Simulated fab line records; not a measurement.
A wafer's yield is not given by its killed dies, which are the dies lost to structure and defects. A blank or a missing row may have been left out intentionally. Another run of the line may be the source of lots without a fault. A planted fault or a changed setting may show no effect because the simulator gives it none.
A struck lot beside a sound one -- flow rit-cmos -- 27 steps out of a route of 202
Sound: these wafers, L362.1, L362.4, L362.5. Struck: wafers L374.3, L374.5. (L374.4 of the same lot was not struck and is left out.) The cause comes at the end.
Order at every step that has rows: each side's tool, ch and its chambers, its first start. Under that, the readings that differ: sound wafers -- struck wafers -- difference of the means -- sigmas: that difference in standard deviations of wafers without a fault.
alike: readings with means less than 2 such deviations apart, plus words and numbers identical on both sides. not compared: withheld readings, readings lacking a value on some wafer, bounds such as >300 that could conceal the same value, and numbers that have no deviation in the record and whose values overlap.
The two part at a step that has a row with sigmas, a row that says differs or no value, or rows on one side only. When numbers do not overlap yet have no deviation, they are printed without sigmas and do not part them. A reading missing from all wafers of one side parts the sides only when that side holds two or more wafers.

first, 4 steps without rows for these wafers: RIT_CONTACT_SOFTBAKE_04 (time 60 s); RIT_CONTACT_EXPOSE_05 (exposes mask M11, target cd 1000 nm); RIT_CONTACT_PEB_06; RIT_CONTACT_DEVELOP_07 (develop time 120 s).
RIT_CONTACT_CD_MEAS_08 targets a cd of 1000 nm.
  sound on cd-sem-02, day 3 07:02; struck on cd-sem-01, day 5 18:19
reading,sound,struck,difference,sigmas
cd-nm (nm),1001.4 1002.1 1001.3,995.3 996.8,-5.6,-2
RIT_CONTACT_OVL_MEAS_09:
  sound on overlay-02, day 3 07:09; struck on overlay-02, day 5 18:25
reading,sound,struck,difference,sigmas
CONTACT_OVL (nm),0.4 -1.9 -3.9,1.5 2.3,+3.7,+3
then, 1 step without rows for these wafers: RIT_CONTACT_HARDBAKE_10 (time 60 s).
RIT_CONTACT_ETCH_11: etches SiO2 in CHF3/CF4/Ar, stops on TiSi2, target depth 480 nm, time 320 s.
  sound on rie-diel-04 ch 2,3, day 3 07:20; struck on rie-diel-02 ch 3, day 5 18:37
reading,sound,struck,difference,sigmas
throttle-valve-pct (%),8.87 8.88 8.77,9.09 9.09,+0.25,+2
  alike: drypump-motor-current-A, mfc-ar-sccm, oes-product-au
  not compared: rf-hours-counter-h
RIT_CONTACT_STRIP_12: strips in O2, time 180 s.
  sound on plasma-asher-02 ch 0,1, day 3 07:32; struck on plasma-asher-01 ch 0,1, day 5 18:52
  alike: drypump-motor-current-A
  not compared: rf-hours-counter-h
RIT_CONTACT_CD_MEAS_90 targets a cd of 1000 nm.
  sound on cd-sem-01, day 3 07:43; struck on cd-sem-02, day 5 19:02
reading,sound,struck,difference,sigmas
cd-nm (nm),1000.9 1001.3 1001.4,994.8 996.2,-5.7,-3
then, 2 steps without rows for these wafers: RIT_CONTACT_CLEAN_13 (cleans in SC1, time 600 s); RIT_CONTACT_CLEAN_14 (cleans in SC2, time 600 s).
RIT_M1_SPUTTER_00: material Al, target thk 400 nm, time 500 s.
  sound on pvd-sputter-04, day 3 08:13; struck on pvd-sputter-03, day 5 19:29
reading,sound,struck,difference,sigmas
model.Al_of_M1_SPUTTER_00.thk-nm (nm),395.2 394.7 400.5,653.4 653.1,+256.4,
  alike: cathode-dc-power-W, substrate-temp-c, throttle-valve-pct
RIT_M1_RS_MEAS_01: the measuring method here is four-point-probe.
  sound on film-metro-04, day 3 08:30; struck on film-metro-02, day 5 19:49
reading,sound,struck,difference,sigmas
M1_AL_RS (ohm/sq),0.0744 0.0743 0.0732,0.0448 0.0447,-0.0292,-39
RIT_M1_THK_MEAS_02: measures by xrf.
  sound on film-metro-04, day 3 08:37; struck on film-metro-02, day 5 19:55
reading,sound,struck,difference,sigmas
M1_AL_THK (nm),399 400 404,662 663,+262,+59
then, 6 steps without rows for these wafers: RIT_M1_HMDS_03 (prime time 60 s); RIT_M1_COAT_04 (resist thk 1300 nm); RIT_M1_SOFTBAKE_05 (time 60 s); RIT_M1_EXPOSE_06 (exposes mask M12, target cd 2600 nm); RIT_M1_PEB_07; RIT_M1_DEVELOP_08 (develop time 68 s).
RIT_M1_CD_MEAS_09 targets a cd of 2600 nm.
  sound on cd-sem-01, day 3 09:48; struck on cd-sem-02, day 5 20:55
  alike: cd-nm
RIT_M1_OVL_MEAS_10:
  sound on overlay-02, day 3 09:55; struck on overlay-02, day 5 21:01
  alike: M1_OVL
then, 1 step without rows for these wafers: RIT_M1_HARDBAKE_11 (time 120 s).
RIT_M1_METAL_ETCH_12: etches Al in Cl2/BCl3, stops on SiO2, time 165 s, target depth 600 nm.
  sound on rie-metal-01 ch 0,1, day 3 10:28; struck on rie-metal-01 ch 1, day 5 21:20
reading,sound,struck,difference,sigmas
oes-product-au (a.u.),0.783 0.771 0.766,0.988 0.986,+0.214,+23
  alike: drypump-motor-current-A, throttle-valve-pct
  not compared: rf-hours-counter-h
then, 1 step without rows for these wafers: RIT_M1_STRIP_13 (strips in nmp, time 600 s).
RIT_M1_PROBE_99:
  sound on prober-01, day 3 12:56; struck on prober-02, day 6 00:10
reading,sound,struck,difference,sigmas
defect-limited-yield (%),95.8 97.7 98.9,0 0,-97,-81
killed_at_M0_to_M3,0 0 0,253 254,+254,+99 or more
killed-dies,11 6 3,264 264,+257,+83
killed-on-rim,0 2 0,70 70,+69,+46
sort_bin_3_pad_short (%),0 0 0,0 0.8,+0,+2
sort_bin_5_function (%),3.4 0.8 0.4,98.5 98.1,+96.8,+99 or more
sort-n-pass,253 258 261,0 0,-257,-83
sort-yield-pct (%),95.8 97.7 98.9,0 0,-97,-81
model.etest.tester.sort-n-pass,253 258 261,0 0,-257,
model.etest.tester.sort_bin_5_pct (%),3.409 0.7576 0.3788,98.48 98.11,+96.78,
model.etest.tester.sort-yield-pct (%),95.83 97.73 98.86,0 0,-97,
model.etest.pldd.short,0 0 0,1 1,+1,
model.etest.contact-pplus.short,0 0 0,1 1,+1,
model.etest.pmos_0p3.short,0 0 0,1 1,+1,
model.etest.diode-nplus-comb.over-limit,0 0 0,1 1,+1,
model.etest.field-p.short,0 0 0,1 1,+1,
  alike: killed-at-contacts, killed-at-front-end, killed-open, killed-short, sort_bin_6_memory

WHERE THEY PART
First at RIT_CONTACT_CD_MEAS_08; last, within this record, at RIT_M1_PROBE_99.

WHY: what the simulator had put in
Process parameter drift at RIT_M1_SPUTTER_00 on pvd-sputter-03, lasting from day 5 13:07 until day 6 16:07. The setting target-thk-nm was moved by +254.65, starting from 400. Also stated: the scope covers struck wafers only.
